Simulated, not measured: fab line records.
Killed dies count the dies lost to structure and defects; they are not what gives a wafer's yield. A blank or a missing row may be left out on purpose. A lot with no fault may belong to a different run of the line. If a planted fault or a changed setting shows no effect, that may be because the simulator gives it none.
Tool commonality check ; flow rit-cmos ; 36 wafers sampled across 12 lots

== WHAT PROMPTED THE OPENING ==
2 of 12 lots carry a flag on the reading SPACER_NITRIDE_THK at RIT_SPACER_THK_MEAS_04. Wafers without a fault read 249.3 nm, standard deviation 2.7.
Rule: a lot is flagged in two cases, either no wafer of it has a number, or all its wafers with numbers fall more than 4 standard deviations from that mean. The other lots count as sound.

lot;measured;on;SPACER_NITRIDE_THK (nm), wafer by wafer;flag
L224;day 2 23:17;film-metro-02;248.4 246.0 248.8;
L225;day 3 03:33;film-metro-03;247.6 248.2 247.1;
L226;day 3 07:15;film-metro-04;247.7 248.3 249.3;
L227;day 3 13:01;film-metro-04;247.6 248.6 247.6;
L228;day 3 19:04;film-metro-02;251.5 250.7 251.7;
L229;day 4 05:56;film-metro-03;253.3 252.8 251.8;
L230;day 4 10:58;film-metro-02;255.3 253.6 255.4;
L231;day 4 11:19;film-metro-03;246.8 246.6 247.5;
L236;day 5 15:53;film-metro-03;147.8 147.8 148.8;FLAGGED
L237;day 5 21:35;film-metro-03;149.3 149.3 149.7;FLAGGED
L240;day 6 06:14;film-metro-03;248.3 248.6 249.9;
L247;day 7 17:11;film-metro-02;247.5 245.9 247.1;
Average over the flagged lots: 148.8 nm; offset from the usual -100.5 nm, equal to -37 standard deviations.

== EACH LOT AND THE TOOL IT RAN ON ==
3 process steps preceding the reading are held in the record, out of 202 steps in the route. Cell contents, in order: the tool; ch with the chambers the sampled wafers went through; the start.
lot;flag;RIT_NRETRO_STRIP_09;RIT_PLDD_STRIP_09;RIT_SPACER_CVD_03
L224;;plasma-asher-01 ch 0,1, day 2 06:05;plasma-asher-02 ch 0,1, day 2 20:44;lpcvd-01 ch 1, day 2 21:22
L225;;plasma-asher-04 ch 0,1, day 2 10:57;plasma-asher-04 ch 0,1, day 3 00:52;lpcvd-02 ch 0, day 3 01:38
L226;;plasma-asher-01 ch 0,1, day 2 15:10;plasma-asher-04 ch 0,1, day 3 04:46;lpcvd-02 ch 0, day 3 05:19
L227;;plasma-asher-01 ch 0,1, day 2 20:40;plasma-asher-04 ch 0,1, day 3 10:29;lpcvd-01 ch 0, day 3 11:05
L228;;plasma-asher-01 ch 0,1, day 3 02:31;plasma-asher-04 ch 0,1, day 3 16:10;lpcvd-01 ch 1, day 3 17:09
L229;;plasma-asher-02 ch 0,1, day 3 08:43;plasma-asher-04 ch 0,1, day 4 01:59;lpcvd-01 ch 1, day 4 03:04
L230;;plasma-asher-01 ch 0,1, day 3 13:19;plasma-asher-04 ch 0,1, day 4 08:25;lpcvd-01 ch 0, day 4 09:02
L231;;plasma-asher-02 ch 0,1, day 3 18:04;plasma-asher-02 ch 0, day 4 08:47;lpcvd-02 ch 0, day 4 09:23
L236;FLAGGED;plasma-asher-02 ch 0,1, day 4 22:37;plasma-asher-04 ch 0,1, day 5 12:25;lpcvd-02 ch 0, day 5 13:01
L237;FLAGGED;plasma-asher-04 ch 0,1, day 5 01:33;plasma-asher-04 ch 0,1, day 5 18:39;lpcvd-02 ch 1, day 5 19:40
L240;;plasma-asher-02 ch 0,1, day 5 14:17;plasma-asher-02 ch 0,1, day 6 03:42;lpcvd-01 ch 1, day 6 04:18
L247;;plasma-asher-04 ch 1, day 7 00:46;plasma-asher-04 ch 0,1, day 7 14:40;lpcvd-01 ch 0, day 7 15:16
What these steps do:
- RIT_NRETRO_STRIP_09: strips in O2, time 180 s.
- RIT_PLDD_STRIP_09: strips in O2, time 180 s.
- RIT_SPACER_CVD_03: deposits Si3N4 from SiH2Cl2/NH3, target thk 250 nm, time 3300 s.
- RIT_SPACER_THK_MEAS_04

== FLAGGED OVER TOTAL, TOOL BY TOOL (the gauges that took the reading come last) ==
step;tool;lots run;flagged;share of the flagged lots;sound lots run after its first flagged lot
RIT_NRETRO_STRIP_09;plasma-asher-01;5;0;none;-
RIT_NRETRO_STRIP_09;plasma-asher-02;4;1;some;1 (L240)
RIT_NRETRO_STRIP_09;plasma-asher-04;3;1;some;1 (L247)
RIT_PLDD_STRIP_09;plasma-asher-02;3;0;none;-
RIT_PLDD_STRIP_09;plasma-asher-04;9;2;all;1 (L247)
RIT_SPACER_CVD_03;lpcvd-01;7;0;none;-
RIT_SPACER_CVD_03;lpcvd-02;5;2;all;0
RIT_SPACER_THK_MEAS_04;film-metro-02;4;0;none;-
RIT_SPACER_THK_MEAS_04;film-metro-03;6;2;all;1 (L240)
RIT_SPACER_THK_MEAS_04;film-metro-04;2;0;none;-

== WHAT IS ALLOWED BY THE TABLE ==
3 rows of the table ran every flagged lot: plasma-asher-04 at RIT_PLDD_STRIP_09, lpcvd-02 at RIT_SPACER_CVD_03, film-metro-03 at RIT_SPACER_THK_MEAS_04.
- plasma-asher-04 at RIT_PLDD_STRIP_09 ran 9 lots, 2 of them flagged. After the first flagged lot (L247), sound lots still ran on it; a lasting fault on the whole tool would not permit that.
- lpcvd-02 at RIT_SPACER_CVD_03 ran 5 lots, 2 of them flagged. It ran its last sound lot, L231, at day 4 09:23 and its first flagged lot, L236, at day 5 13:01: a fault with its onset between the two fits.
- film-metro-03 at RIT_SPACER_THK_MEAS_04 ran 6 lots, 2 of them flagged. After the first flagged lot (L240), sound lots still ran on it; a lasting fault on the whole tool would not permit that.
One tool is left: lpcvd-02 at RIT_SPACER_CVD_03.

== WHAT THE SIMULATOR HAD PUT IN ==
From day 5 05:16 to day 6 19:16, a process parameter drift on lpcvd-02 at RIT_SPACER_CVD_03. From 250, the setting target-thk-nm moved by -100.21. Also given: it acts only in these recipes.
Lots struck among those shown: L236, L237. The same result came from the rule above.
